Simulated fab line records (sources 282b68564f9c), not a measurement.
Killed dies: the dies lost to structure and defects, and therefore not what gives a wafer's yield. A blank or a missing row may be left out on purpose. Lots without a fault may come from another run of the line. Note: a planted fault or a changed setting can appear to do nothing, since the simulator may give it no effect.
Struck lot and sound lot, side by side ; flow rit_cmos ; 19 out of 202 route steps
Sound: the wafers L590.4, L590.5, L590.6. Wafers L604.1, L604.2, L604.5 were the ones struck. The cause is given at the end.
For every step that has rows: the tool of each side, followed by ch and its chambers, followed by its first start. Under that, the readings that differ: sound wafers ; struck wafers ; difference of the means ; sigmas: that difference in standard deviations of wafers without a fault.
alike: a reading whose means differ by less than 2 such deviations, as well as words and numbers matching on both sides. not compared: withheld readings; readings where some wafer has no value; bounds like >300 that might hide an equal value; numbers whose values overlap and for which the record gives no deviation.
Wherever a step has rows on one side only, a row that says differs or no value, or a row with sigmas, the two part there. Numbers that have no deviation but don't overlap get no sigmas and don't part them. A reading that every wafer of one side lacks parts them only if that side has two wafers or more.

first, 1 step without rows for these wafers: RIT_GATE_CLEAN_04 (cleans in dHF, time 60 s).
RIT_FOX2_THK_MEAS_91:
  sound: film_metro-04 at day 2 19:02; struck: film_metro-04 at day 5 10:38
  alike: FIELD_OXIDE_LEFT_2_THK
then, 2 steps without rows for these wafers: RIT_GATE_OXIDATION_05 (target thk 3 nm, ox time 270 s); RIT_GATE_ANNEAL_06 (time 600 s).
RIT_GATE_THK_MEAS_07:
  sound: film_metro-03 at day 2 20:33; struck: film_metro-04 at day 5 12:01
  alike: GATE_OXIDE_THK
then, 1 step without rows for these wafers: RIT_GATE_CVD_08 (deposits poly-Si from SiH4, target thk 250 nm, time 2220 s).
RIT_GATE_THK_MEAS_09:
  sound: film_metro-04 at day 2 22:14; struck: film_metro-01 at day 5 13:42
  alike: GATE_POLY_THK
then, 5 steps without rows for these wafers: RIT_GATE_HMDS_10 (prime time 60 s); RIT_GATE_COAT_11 (resist thk 850 nm); RIT_GATE_SOFTBAKE_12 (time 60 s); RIT_GATE_EXPOSE_13 (exposes mask M6, target cd 150 nm); RIT_GATE_PEB_14.
RIT_GATE_DEVELOP_15: develop time 50 s.
  sound on litho_track-04 ch 0, day 2 23:00; struck on litho_track-04 ch 0, day 5 14:00
reading;sound;struck;difference;sigmas
developer_temp_C (C);23.25 23.24 23.17;25.37 25.35 25.34;+2.13;+19
RIT_GATE_CD_MEAS_16 targets a cd of 150 nm.
  sound: cd_sem-01 at day 2 23:10; struck: cd_sem-02 at day 5 14:56
reading;sound;struck;difference;sigmas
cd_nm (nm);149.2 150.3 149.0;165.6 165.8 166.8;+16.6;+7
RIT_GATE_OVL_MEAS_17:
  sound: overlay-01 at day 2 23:15; struck: overlay-02 at day 5 15:03
  alike: GATE_OVL
then, 1 step without rows for these wafers: RIT_GATE_HARDBAKE_18 (time 60 s).
RIT_GATE_ETCH_19: etches poly-Si in SF6/CHF3/O2, stops on SiO2, time 165 s, target depth 312.5 nm.
  sound on rie_si-02 ch 0,3, day 2 23:25; struck on rie_si-02 ch 0,2,3, day 5 15:14
reading;sound;struck;difference;sigmas
model.GATE.cd_nm (nm);149.1 150.3 148.9;165.5 165.6 167;+16.6;
  alike: drypump_motor_current_A, oes_product_au, throttle_valve_pct
  not compared: rf_hours_counter_h
RIT_GATE_STRIP_20: strips in O2, time 180 s.
  sound on plasma_asher-03 ch 0,1, day 2 23:35; struck on plasma_asher-03 ch 0,1, day 5 15:21
  alike: drypump_motor_current_A, rf_refl_power_W
  not compared: rf_hours_counter_h
RIT_M1_PROBE_99:
  sound: prober-01 at day 3 20:49; struck: prober-01 at day 6 11:57
reading;sound;struck;difference;sigmas
model.etest.pmos_0p3.r_on_ohm_um;6621 6566 6544;6648 6697 6749;+121;
model.etest.pmos_0p15.r_on_ohm_um;2975 2983 2919;3098 3178 3202;+200;
model.etest.nmos_0p15.r_on_ohm_um;1161 1183 1134;1200 1202 1212;+45;
model.etest.nmos_0p15.drive_ua_um;451.2 457.8 464.2;421.3 419.7 406.2;-42.0;
model.etest.pmos_0p15.drive_ua_um;237.9 238.4 240.6;222.3 217.6 212.7;-21.4;
  alike: killed_at_contacts, killed_at_front_end, killed_dies, killed_open, killed_short
  not compared: model.etest.pmos_turned.r_on_ohm_um, model.etest.nmos_0p3.r_on_ohm_um, model.etest.nmos_turned.drive_ua_um

## WHERE THEY PART
Last at RIT_GATE_CD_MEAS_16 as far as this record goes, first at RIT_GATE_DEVELOP_15. Later steps at which nothing parts them and some readings are alike: RIT_GATE_OVL_MEAS_17, RIT_GATE_ETCH_19, RIT_GATE_STRIP_20, RIT_M1_PROBE_99.

WHY: the cause the simulator had injected
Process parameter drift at RIT_GATE_DEVELOP_15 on litho_track-04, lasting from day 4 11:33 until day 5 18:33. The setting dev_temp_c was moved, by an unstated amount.
